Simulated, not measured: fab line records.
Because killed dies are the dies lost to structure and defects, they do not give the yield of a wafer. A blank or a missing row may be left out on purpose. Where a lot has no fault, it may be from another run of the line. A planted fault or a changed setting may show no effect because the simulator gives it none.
fab line records | flow rit-cmos
[record] lots = 14 | wafers = 42 | last-day = 7
route steps=202 shown M1@200
lots that met no fault: taken from a fault-free run of the same line
start-h: start of the lot's first displayed wafer, in hours after the record's first day | wait-h: how many hours have passed since the lot's step before this one | " the same as in the row above | L1.1+2: a row that stands for several wafers | - value missing, or start not given | * or withheld: withheld | < > ~ a bound
route shown NAME@n: names a module that has steps shown in the file, with the first one's number in the route | usual: mean/standard deviation taken from wafers without a fault | same: alike in all rows | chamber/n: place in a boat | sites: readings site by site | _std_site: how widely they spread, as a standard deviation | _edge_site: outer sites' mean less inner sites' | radius-mm: for every site, how far away it sits from the centre of the wafer | mask NAME#n: copy n | behind: the tool/chamber that last shaped the wafer | hold: reason for holding the lot/hours on hold/outcome of the hold | device: the n, p or np transistor that did not switch | end of line: at the end of the route, the tests of the same wafers | a step with no rows: only its recipe | killed: dies lost to structure and defects at the first sort, not the wafer's yield | map: the dies of a wafer, with x for killed, . for not killed, _ for no die there
set.NAME: the setting the step ran with; set.NAME@STEP: the setting that earlier step ran with | model.NAME: the simulator's own value behind a step, which no gauge read
the route's steps for a sample of lots (tables are steps, rows are wafers)
services: from which hour (start-h, from the record's first day; less than 0 if before it) a tool's chamber was out of use, for how many hours, and why
[[steps]]
[step RIT_M1_ANNEAL_15]
[recipe] temp-c = 450 | time-s = 1800 | ambient = forming_gas_H2N2
[usual] spike-tc-centre-C = 451.8/0.97 | spike-tc-load-C = 465.8/0.91 | spike-tc-source-C = 474.4/1.1 | tube-center-temp-C = 450/0.039 | tube_center_temp_C_max = 451.17/0.19 | zone-power-centre-pct = 21.10/0.22 | zone-power-load-pct = 6.40/0.06 | zone-power-source-pct = 8.19/0.078
lot.wafer | tool       | chamber | start-h | wait-h | spike-tc-centre-C | spike-tc-load-C | spike-tc-source-C | tube-center-temp-C | tube_center_temp_C_max | zone-power-centre-pct | zone-power-load-pct | zone-power-source-pct
L154.1    | furnace-02 | 0       | 58.57   | 0.1    | 451.4             | 466.0           | 473.7             | 450.03             | 451.29                 | 21.63                 | 6.40                | 8.23
L154.2    | "          | 0       | "       | "      | 451.9             | 467.8           | 472.3             | 450.03             | 451.08                 | 20.82                 | 6.45                | 8.07
L154.4    | "          | 0       | "       | "      | 450.2             | 464.9           | 474.8             | 450.03             | 451.16                 | 21.08                 | 6.42                | 8.25
L155.1    | furnace-02 | 0       | 67.41   | 0.1    | 452.4             | 466.0           | 474.2             | 449.92             | 451.20                 | 21.05                 | 6.50                | 8.18
L155.2    | "          | 0       | "       | "      | 451.9             | 465.4           | 475.2             | 449.99             | 451.06                 | 20.76                 | 6.46                | 8.20
L155.6    | "          | 0       | "       | "      | 450.5             | 465.3           | 476.9             | 449.97             | 451.45                 | 21.00                 | 6.38                | 8.17
L156.2    | furnace-02 | 0       | 71.53   | 0.1    | 452.5             | 466.5           | 475.9             | 450                | 451.05                 | 21.09                 | 6.48                | 8.03
L156.4    | "          | 0       | "       | "      | 450.4             | 465.3           | 474.4             | 450.02             | 451.24                 | 21.22                 | 6.46                | 8.15
L156.6    | "          | 0       | "       | "      | 451.3             | 465.1           | 473.7             | 450                | 451.06                 | 21.38                 | 6.48                | 8.10
L157.1    | furnace-02 | 0       | 77.08   | 0.1    | 451.0             | 466.4           | 475.3             | 449.95             | 451.07                 | 21.24                 | 6.40                | 8.14
L157.4    | "          | 0       | "       | "      | 453.0             | 465.2           | 473.9             | 449.98             | 451.18                 | 21.23                 | 6.41                | 8.30
L157.6    | "          | 0       | "       | "      | 450.6             | 464.5           | 475.9             | 449.89             | 450.78                 | 20.86                 | 6.42                | 8.14
L158.1    | furnace-02 | 0       | 79.52   | 0.1    | 452.2             | 467.1           | 474.2             | 449.94             | 451.00                 | 21.24                 | 6.36                | 8.25
L158.3    | "          | 0       | "       | "      | 453.4             | 464.5           | 475.8             | 449.94             | 450.76                 | 21.20                 | 6.33                | 8.11
L158.4    | "          | 0       | "       | "      | 452.5             | 466.5           | 474.7             | 449.93             | 451.41                 | 21.37                 | 6.40                | 8.20
L159.1    | furnace-02 | 0       | 84.92   | 0.1    | 451.3             | 465.1           | 475.0             | 450                | 451.20                 | 20.74                 | 6.40                | 8.10
L159.3    | "          | 0       | "       | "      | 452.3             | 464.6           | 473.9             | 450.07             | 451.02                 | 21.32                 | 6.31                | 8.21
L159.5    | "          | 0       | "       | "      | 450.5             | 464.7           | 474.0             | 449.95             | 451.20                 | 21.42                 | 6.38                | 8.19
L160.1    | furnace-02 | 0       | 91.42   | 0.1    | 452.1             | 465.2           | 474.7             | 450.05             | 451.29                 | 21.00                 | 6.44                | 8.21
L160.3    | "          | 0       | "       | "      | 453.8             | 465.7           | 473.9             | 450.02             | 451.15                 | 20.87                 | 6.35                | 8.23
L160.6    | "          | 0       | "       | "      | 451.9             | 465.2           | 473.4             | 449.99             | 451.07                 | 21.16                 | 6.31                | 8.28
L161.1    | furnace-02 | 0       | 125.68  | 23.8   | 451.2             | 466.4           | 474.3             | 450                | 450.87                 | 21.10                 | 6.44                | 8.15
L161.2    | "          | 0       | "       | "      | 451.6             | 463.5           | 475.1             | 449.94             | 450.92                 | 20.87                 | 6.47                | 8.23
L161.3    | "          | 0       | "       | "      | 450.5             | 466.4           | 473.1             | 450.02             | 451.66                 | 20.94                 | 6.53                | 8.15
L162.2    | furnace-02 | 0       | 125.68  | 21.1   | 451.6             | 466.3           | 473.8             | 450.01             | 451.46                 | 20.95                 | 6.31                | 8.30
L162.5    | "          | 0       | "       | "      | 452.1             | 465.3           | 474.6             | 450.01             | 451.18                 | 21.26                 | 6.45                | 8.17
L162.6    | "          | 0       | "       | "      | 450.0             | 466.6           | 474.3             | 449.99             | 451.21                 | 21.08                 | 6.44                | 8.05
L163.1    | furnace-02 | 0       | 125.68  | 18.8   | 450.5             | 465.5           | 474.1             | 450.07             | 451.14                 | 20.98                 | 6.27                | 8.26
L163.3    | "          | 0       | "       | "      | 451.8             | 466.2           | 473.5             | 450.01             | 451.14                 | 21.15                 | 6.56                | 8.26
L163.4    | "          | 0       | "       | "      | 452.6             | 464.8           | 474.7             | 449.96             | 451.14                 | 20.86                 | 6.31                | 8.25
L169.1    | furnace-02 | 0       | 136.69  | 0.1    | 451.8             | 466.5           | 475.6             | 449.92             | 451.09                 | 21.21                 | 6.38                | 8.03
L169.4    | "          | 0       | "       | "      | 451.7             | 464.8           | 474.2             | 449.98             | 451.13                 | 21.44                 | 6.32                | 8.31
L169.5    | "          | 0       | "       | "      | 451.2             | 465.3           | 474.9             | 449.99             | 451.18                 | 21.33                 | 6.46                | 8.13
L171.4    | furnace-02 | 0       | 145.23  | 0.0    | 341.1             | 355.2           | 362.5             | 340.02             | 341.10                 | 15.56                 | 4.17                | 5.31
L171.5    | "          | 0       | "       | "      | 342.1             | 353.8           | 365.1             | 339.99             | 341.14                 | 15.80                 | 4.20                | 5.34
L171.6    | "          | 0       | "       | "      | 341.4             | 354.0           | 361.9             | 339.96             | 340.95                 | 15.37                 | 4.27                | 5.31
L172.3    | furnace-02 | 0       | 148.56  | 0.1    | 340.8             | 354.1           | 362.5             | 340.06             | 341.19                 | 15.68                 | 4.14                | 5.37
L172.4    | "          | 0       | "       | "      | 340.8             | 354.2           | 364.4             | 339.98             | 341.28                 | 15.46                 | 4.11                | 5.45
L172.6    | "          | 0       | "       | "      | 340.7             | 354.4           | 363.1             | 339.97             | 340.98                 | 15.33                 | 4.20                | 5.37
L173.1    | furnace-02 | 0       | 155.97  | 0.1    | 341.6             | 355.3           | 362.7             | 339.99             | 341.02                 | 15.41                 | 4.15                | 5.34
L173.2    | "          | 0       | "       | "      | 342.0             | 353.9           | 360.1             | 340.02             | 341.13                 | 15.83                 | 4.24                | 5.36
L173.4    | "          | 0       | "       | "      | 342.7             | 355.6           | 363.0             | 340.03             | 341.35                 | 15.28                 | 4.20                | 5.41
[step RIT_M1_PROBE_99]
[usual] defect-limited-yield = 97.4/1 | killed-at-contacts = 0.1/0.25 | killed-at-front-end = 6.8/2.7 | killed-dies = 6.8/2.7 | killed-open = 3.4/1.8 | killed-short = 3.5/1.7 | sort_bin_3_pad_short = 0.1/0.23 | sort_bin_5_function = 1.5/0.67 | sort_bin_6_memory = 1.0/0.67 | sort-n-pass = 257.2/2.7 | sort-yield-pct = 97.4/1
[same] gross-dies = 264 | killed_at_M0_to_M3 = 0 | killed_at_M4_up = 0 | killed-at-back-side = 0 | killed-at-other = 0
lot.wafer | tool      | chamber | start-h | wait-h | defect-limited-yield[%] | killed-at-contacts | killed-at-front-end | killed-dies | killed-open | killed-short | sort_bin_3_pad_short[%] | sort_bin_5_function[%] | sort_bin_6_memory[%] | sort-n-pass | sort-yield-pct[%]
L154.1    | prober-01 | -       | 60.19   | 0.1    | 98.5                    | 0                  | 4                   | 4           | 2           | 2            | 0.4                     | 0.8                    | 0.4                  | 260.0       | 98.5
L154.2    | prober-01 | -       | 60.24   | 0.1    | 98.5                    | 0                  | 4                   | 4           | 4           | 0            | 0                       | 1.1                    | 0.4                  | 260.0       | 98.5
L154.4    | prober-01 | -       | 60.34   | 0.2    | 98.1                    | 0                  | 5                   | 5           | 2           | 3            | 0                       | 1.1                    | 0.8                  | 259.0       | 98.1
L155.1    | prober-02 | -       | 69.03   | 0.1    | 96.6                    | 1                  | 8                   | 9           | 5           | 4            | 0                       | 1.9                    | 1.5                  | 255.0       | 96.6
L155.2    | prober-02 | -       | 69.08   | 0.1    | 97.3                    | 1                  | 6                   | 7           | 2           | 5            | 0.8                     | 1.5                    | 0.4                  | 257.0       | 97.3
L155.6    | prober-02 | -       | 69.28   | 0.2    | 96.6                    | 0                  | 9                   | 9           | 6           | 3            | 0.8                     | 1.1                    | 1.5                  | 255.0       | 96.6
L156.2    | prober-01 | -       | 73.20   | 0.1    | 95.8                    | 0                  | 11                  | 11          | 7           | 4            | 0                       | 3.0                    | 1.1                  | 253.0       | 95.8
L156.4    | prober-01 | -       | 73.30   | 0.2    | 97.3                    | 1                  | 6                   | 7           | 4           | 3            | 0.8                     | 1.1                    | 0.8                  | 257.0       | 97.3
L156.6    | prober-01 | -       | 73.40   | 0.2    | 98.1                    | 0                  | 5                   | 5           | 3           | 2            | 0                       | 1.5                    | 0.4                  | 259.0       | 98.1
L157.1    | prober-02 | -       | 78.70   | 0.1    | 96.6                    | 0                  | 9                   | 9           | 5           | 4            | 0.4                     | 1.9                    | 1.1                  | 255.0       | 96.6
L157.4    | prober-02 | -       | 78.85   | 0.2    | 97.3                    | 0                  | 7                   | 7           | 4           | 3            | 0                       | 1.5                    | 1.1                  | 257.0       | 97.3
L157.6    | prober-02 | -       | 78.95   | 0.2    | 98.1                    | 0                  | 5                   | 5           | 0           | 5            | 0                       | 0.8                    | 1.1                  | 259.0       | 98.1
L158.1    | prober-01 | -       | 81.14   | 0.1    | 95.1                    | 0                  | 13                  | 13          | 6           | 7            | 0.4                     | 2.3                    | 2.3                  | 251.0       | 95.1
L158.3    | prober-01 | -       | 81.24   | 0.2    | 98.9                    | 0                  | 3                   | 3           | 2           | 1            | 0                       | 0.8                    | 0.4                  | 261.0       | 98.9
L158.4    | prober-01 | -       | 81.29   | 0.2    | 98.1                    | 0                  | 5                   | 5           | 2           | 3            | 0                       | 1.1                    | 0.8                  | 259.0       | 98.1
L159.1    | prober-02 | -       | 86.54   | 0.1    | 97.3                    | 0                  | 7                   | 7           | 3           | 4            | 0.4                     | 1.5                    | 0.8                  | 257.0       | 97.3
L159.3    | prober-02 | -       | 86.64   | 0.2    | 95.8                    | 0                  | 11                  | 11          | 6           | 5            | 0                       | 1.5                    | 2.7                  | 253.0       | 95.8
L159.5    | prober-02 | -       | 86.74   | 0.2    | 93.9                    | 0                  | 16                  | 16          | 8           | 8            | 0.4                     | 1.9                    | 3.8                  | 248.0       | 93.9
L160.1    | prober-01 | -       | 93.04   | 0.1    | 98.5                    | 0                  | 4                   | 4           | 4           | 0            | 0                       | 1.5                    | 0                    | 260.0       | 98.5
L160.3    | prober-01 | -       | 93.14   | 0.2    | 96.2                    | 0                  | 10                  | 10          | 4           | 6            | 0.8                     | 1.5                    | 1.5                  | 254.0       | 96.2
L160.6    | prober-01 | -       | 93.29   | 0.2    | 98.9                    | 0                  | 3                   | 3           | 1           | 2            | 0                       | 0.8                    | 0.4                  | 261.0       | 98.9
L161.1    | prober-01 | -       | 127.30  | 0.1    | 98.5                    | 0                  | 4                   | 4           | 1           | 3            | 0                       | 1.1                    | 0.4                  | 260.0       | 98.5
L161.2    | prober-01 | -       | 127.35  | 0.1    | 97.3                    | 0                  | 7                   | 7           | 4           | 3            | 0                       | 1.9                    | 0.8                  | 257.0       | 97.3
L161.3    | prober-01 | -       | 127.40  | 0.2    | 98.1                    | 0                  | 5                   | 5           | 2           | 3            | 0                       | 1.5                    | 0.4                  | 259.0       | 98.1
L162.2    | prober-01 | -       | 127.65  | 0.4    | 98.5                    | 0                  | 4                   | 4           | 2           | 2            | 0                       | 1.1                    | 0.4                  | 260.0       | 98.5
L162.5    | prober-01 | -       | 127.80  | 0.5    | 97.7                    | 0                  | 6                   | 6           | 2           | 4            | 0                       | 0.8                    | 1.5                  | 258.0       | 97.7
L162.6    | prober-01 | -       | 127.85  | 0.6    | 97.3                    | 0                  | 7                   | 7           | 4           | 3            | 0                       | 1.1                    | 1.5                  | 257.0       | 97.3
L163.1    | prober-01 | -       | 128.20  | 0.9    | 97.0                    | 1                  | 7                   | 8           | 5           | 3            | 0.4                     | 1.9                    | 0.8                  | 256.0       | 97.0
L163.3    | prober-01 | -       | 128.30  | 0.9    | 97.0                    | 0                  | 8                   | 8           | 4           | 4            | 0.8                     | 1.1                    | 1.1                  | 256.0       | 97.0
L163.4    | prober-01 | -       | 128.35  | 1.0    | 97.7                    | 0                  | 6                   | 6           | 3           | 3            | 0                       | 0.8                    | 1.5                  | 258.0       | 97.7
L169.1    | prober-01 | -       | 138.31  | 0.1    | 97.7                    | 0                  | 6                   | 6           | 2           | 4            | 0.4                     | 0.8                    | 1.1                  | 258.0       | 97.7
L169.4    | prober-01 | -       | 138.46  | 0.2    | 97.7                    | 0                  | 6                   | 6           | 2           | 4            | 0                       | 0.8                    | 1.5                  | 258.0       | 97.7
L169.5    | prober-01 | -       | 138.51  | 0.2    | 96.6                    | 0                  | 9                   | 9           | 5           | 4            | 0                       | 1.9                    | 1.5                  | 255.0       | 96.6
L171.4    | prober-01 | -       | 147.00  | 0.2    | 97.7                    | 0                  | 6                   | 6           | 3           | 3            | 0                       | 1.1                    | 1.1                  | 258.0       | 97.7
L171.5    | prober-01 | -       | 147.05  | 0.2    | 98.9                    | 0                  | 3                   | 3           | 0           | 3            | 0                       | 0.8                    | 0.4                  | 261.0       | 98.9
L171.6    | prober-01 | -       | 147.10  | 0.2    | 98.1                    | 0                  | 5                   | 5           | 3           | 2            | 0                       | 1.1                    | 0.8                  | 259.0       | 98.1
L172.3    | prober-01 | -       | 150.28  | 0.2    | 96.6                    | 0                  | 9                   | 9           | 5           | 4            | 0                       | 1.5                    | 1.9                  | 255.0       | 96.6
L172.4    | prober-01 | -       | 150.33  | 0.2    | 97.7                    | 0                  | 6                   | 6           | 4           | 2            | 0                       | 1.5                    | 0.8                  | 258.0       | 97.7
L172.6    | prober-01 | -       | 150.43  | 0.2    | 97.3                    | 0                  | 7                   | 7           | 3           | 4            | 0                       | 1.5                    | 1.1                  | 257.0       | 97.3
L173.1    | prober-02 | -       | 157.59  | 0.1    | 96.6                    | 1                  | 8                   | 9           | 5           | 4            | 0                       | 2.7                    | 0.8                  | 255.0       | 96.6
L173.2    | prober-02 | -       | 157.64  | 0.1    | 97.0                    | 0                  | 8                   | 8           | 4           | 4            | 0                       | 1.5                    | 1.5                  | 256.0       | 97.0
L173.4    | prober-02 | -       | 157.74  | 0.2    | 96.2                    | 0                  | 10                  | 10          | 5           | 5            | 0                       | 2.3                    | 1.5                  | 254.0       | 96.2
// killed by level:class
L154.1 GATE:geometric-particle:open=1 GATE:geometric-particle:short=1 SPACER:geometric-particle:open=1 SILICIDE:geometric-particle:short=1
L154.2 SPACER:geometric-particle:open=2 GATE:geometric-particle:open=1 SILICIDE:geometric-particle:open=1
L154.4 FOX2:geometric-particle:short=2 SPACER:geometric-particle:open=2 FOX1:geometric-particle:short=1
L155.1 GATE:geometric-particle:open=2 SILICIDE:geometric-particle:open=2 FOX1:geometric-particle:short=1 GATE:geometric-particle:short=1 REOX:geometric-particle:short=1 SPACER:geometric-particle:open=1 CONTACT:geometric-particle:short=1
L155.2 GATE:geometric-particle:short=3 FOX1:geometric-particle:open=1 FOX1:geometric-particle:short=1 GATE:geometric-particle:open=1 CONTACT:geometric-particle:short=1
L155.6 FOX1:geometric-particle:open=3 SPACER:geometric-particle:open=2 REOX:geometric-particle:short=1 REOX:geometric-particle:open=1 SPACER:geometric-particle:short=1 SILICIDE:geometric-particle:short=1
L156.2 GATE:geometric-particle:open=6 FOX1:geometric-particle:short=2 GATE:geometric-particle:short=1 SPACER:geometric-particle:short=1 SILICIDE:geometric-particle:open=1
L156.4 GATE:geometric-particle:short=3 FOX1:geometric-particle:open=2 GATE:geometric-particle:open=1 CONTACT:geometric-particle:open=1
L156.6 GATE:geometric-particle:open=2 FOX2:geometric-particle:short=1 REOX:geometric-particle:open=1 SILICIDE:geometric-particle:short=1
L157.1 GATE:geometric-particle:open=2 SILICIDE:geometric-particle:open=2 FOX1:geometric-particle:open=1 GATE:geometric-particle:short=1 REOX:geometric-particle:short=1 SPACER:geometric-particle:short=1 SILICIDE:geometric-particle:short=1
L157.4 FOX1:geometric-particle:short=2 REOX:geometric-particle:open=2 FOX1:geometric-particle:open=1 REOX:geometric-particle:short=1 SPACER:geometric-particle:open=1
L157.6 GATE:geometric-particle:short=2 FOX1:geometric-particle:short=1 REOX:geometric-particle:short=1 SILICIDE:geometric-particle:short=1
L158.1 GATE:geometric-particle:open=4 GATE:geometric-particle:short=3 FOX2:geometric-particle:short=2 SILICIDE:geometric-particle:open=2 REOX:geometric-particle:short=1 SPACER:geometric-particle:short=1
L158.3 GATE:geometric-particle:open=2 FOX2:geometric-particle:short=1
L158.4 GATE:geometric-particle:short=2 FOX1:geometric-particle:short=1 FOX1:geometric-particle:open=1 GATE:geometric-particle:open=1
L159.1 GATE:geometric-particle:open=2 GATE:geometric-particle:short=2 SILICIDE:geometric-particle:short=2 REOX:geometric-particle:open=1
L159.3 GATE:geometric-particle:short=3 GATE:geometric-particle:open=2 FOX1:geometric-particle:open=1 FOX2:geometric-particle:open=1 REOX:geometric-particle:short=1 REOX:geometric-particle:open=1 SPACER:geometric-particle:open=1 SILICIDE:geometric-particle:short=1
L159.5 GATE:geometric-particle:open=6 GATE:geometric-particle:short=4 SILICIDE:geometric-particle:short=2 FOX2:geometric-particle:short=1 REOX:geometric-particle:open=1 REOX:geometric-particle:short=1 SILICIDE:geometric-particle:open=1
L160.1 FOX1:geometric-particle:open=3 SPACER:geometric-particle:open=1
L160.3 GATE:geometric-particle:short=2 REOX:geometric-particle:open=2 SILICIDE:geometric-particle:short=2 FOX1:geometric-particle:short=1 GATE:geometric-particle:open=1 SPACER:geometric-particle:open=1 SPACER:geometric-particle:short=1
L160.6 FOX2:geometric-particle:short=2 FOX2:geometric-particle:open=1
L161.1 GATE:geometric-particle:short=3 GATE:geometric-particle:open=1
L161.2 FOX1:geometric-particle:open=1 FOX2:geometric-particle:open=1 GATE:geometric-particle:open=1 GATE:geometric-particle:short=1 REOX:geometric-particle:short=1 REOX:geometric-particle:open=1 SILICIDE:geometric-particle:short=1
L161.3 GATE:geometric-particle:open=2 GATE:geometric-particle:short=1 REOX:geometric-particle:short=1 SPACER:geometric-particle:short=1
L162.2 GATE:geometric-particle:open=1 REOX:geometric-particle:short=1 SILICIDE:geometric-particle:short=1 SILICIDE:geometric-particle:open=1
L162.5 FOX2:geometric-particle:short=2 GATE:geometric-particle:short=1 REOX:geometric-particle:open=1 SPACER:geometric-particle:short=1 SILICIDE:geometric-particle:open=1
L162.6 FOX2:geometric-particle:open=2 FOX2:geometric-particle:short=1 GATE:geometric-particle:short=1 GATE:geometric-particle:open=1 REOX:geometric-particle:open=1 SPACER:geometric-particle:short=1
L163.1 GATE:geometric-particle:open=2 FOX1:geometric-particle:open=1 FOX2:geometric-particle:short=1 GATE:geometric-particle:short=1 REOX:geometric-particle:open=1 SPACER:geometric-particle:open=1 CONTACT:geometric-particle:short=1
L163.3 FOX1:geometric-particle:open=2 REOX:geometric-particle:short=2 SPACER:geometric-particle:short=2 GATE:geometric-particle:open=1 SPACER:geometric-particle:open=1
L163.4 GATE:geometric-particle:short=2 GATE:geometric-particle:open=1 REOX:geometric-particle:open=1 SILICIDE:geometric-particle:short=1 SILICIDE:geometric-particle:open=1
L169.1 REOX:geometric-particle:short=2 GATE:geometric-particle:short=1 REOX:geometric-particle:open=1 SPACER:geometric-particle:open=1 SILICIDE:geometric-particle:short=1
L169.4 GATE:geometric-particle:open=2 GATE:geometric-particle:short=2 FOX2:geometric-particle:short=1 SILICIDE:geometric-particle:short=1
L169.5 GATE:geometric-particle:short=3 FOX2:geometric-particle:open=2 FOX1:geometric-particle:short=1 GATE:geometric-particle:open=1 REOX:geometric-particle:open=1 SILICIDE:geometric-particle:open=1
L171.4 FOX1:geometric-particle:open=1 FOX1:geometric-particle:short=1 GATE:geometric-particle:short=1 GATE:geometric-particle:open=1 REOX:geometric-particle:short=1 SILICIDE:geometric-particle:open=1
L171.5 GATE:geometric-particle:short=1 REOX:geometric-particle:short=1 SILICIDE:geometric-particle:short=1
L171.6 FOX1:geometric-particle:short=2 SILICIDE:geometric-particle:open=2 SPACER:geometric-particle:open=1
L172.3 FOX1:geometric-particle:short=2 GATE:geometric-particle:open=2 SPACER:geometric-particle:open=2 REOX:geometric-particle:short=1 REOX:geometric-particle:open=1 SILICIDE:geometric-particle:short=1
L172.4 GATE:geometric-particle:open=3 FOX2:geometric-particle:open=1 GATE:geometric-particle:short=1 SPACER:geometric-particle:short=1
L172.6 FOX1:geometric-particle:open=2 GATE:geometric-particle:short=2 FOX1:geometric-particle:short=1 GATE:geometric-particle:open=1 SPACER:geometric-particle:short=1
L173.1 GATE:geometric-particle:open=3 FOX1:geometric-particle:open=1 FOX2:geometric-particle:open=1 GATE:geometric-particle:short=1 REOX:geometric-particle:short=1 SPACER:geometric-particle:short=1 CONTACT:geometric-particle:short=1
L173.2 SILICIDE:geometric-particle:short=3 SPACER:geometric-particle:open=2 GATE:geometric-particle:open=1 GATE:geometric-particle:short=1 REOX:geometric-particle:open=1
L173.4 GATE:geometric-particle:short=2 SPACER:geometric-particle:open=2 SPACER:geometric-particle:short=2 FOX2:geometric-particle:open=1 GATE:geometric-particle:open=1 REOX:geometric-particle:open=1 SILICIDE:geometric-particle:short=1
[[services]]
tool       | chamber | start-h | hours | kind
furnace-02 | -       | 101.36  | 24.3  | repair
furnace-02 | -       | 115.13  | 2.8   | repair
[[key]]
[first-sign] step = RIT_M1_ANNEAL_15 | reading = tube-center-temp-C | direction = down | sigmas = 99+ | usual = * | struck = *
[effect] step = RIT_M1_ANNEAL_15 | reading = tube_center_temp_C_max | direction = down | sigmas = 99+ | usual = * | struck = *
met-at RIT_M1_ANNEAL_15
struck-lots L171,L172,L173
onset-between 136.69 145.23
[fault] kind = process-parameter-drift | tool = furnace-02 | chamber = - | onset-h = 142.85 | steps = RIT_M1_ANNEAL_15 | channel = temp-c | offset = * | shape = step | end-h = 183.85 | stated = *
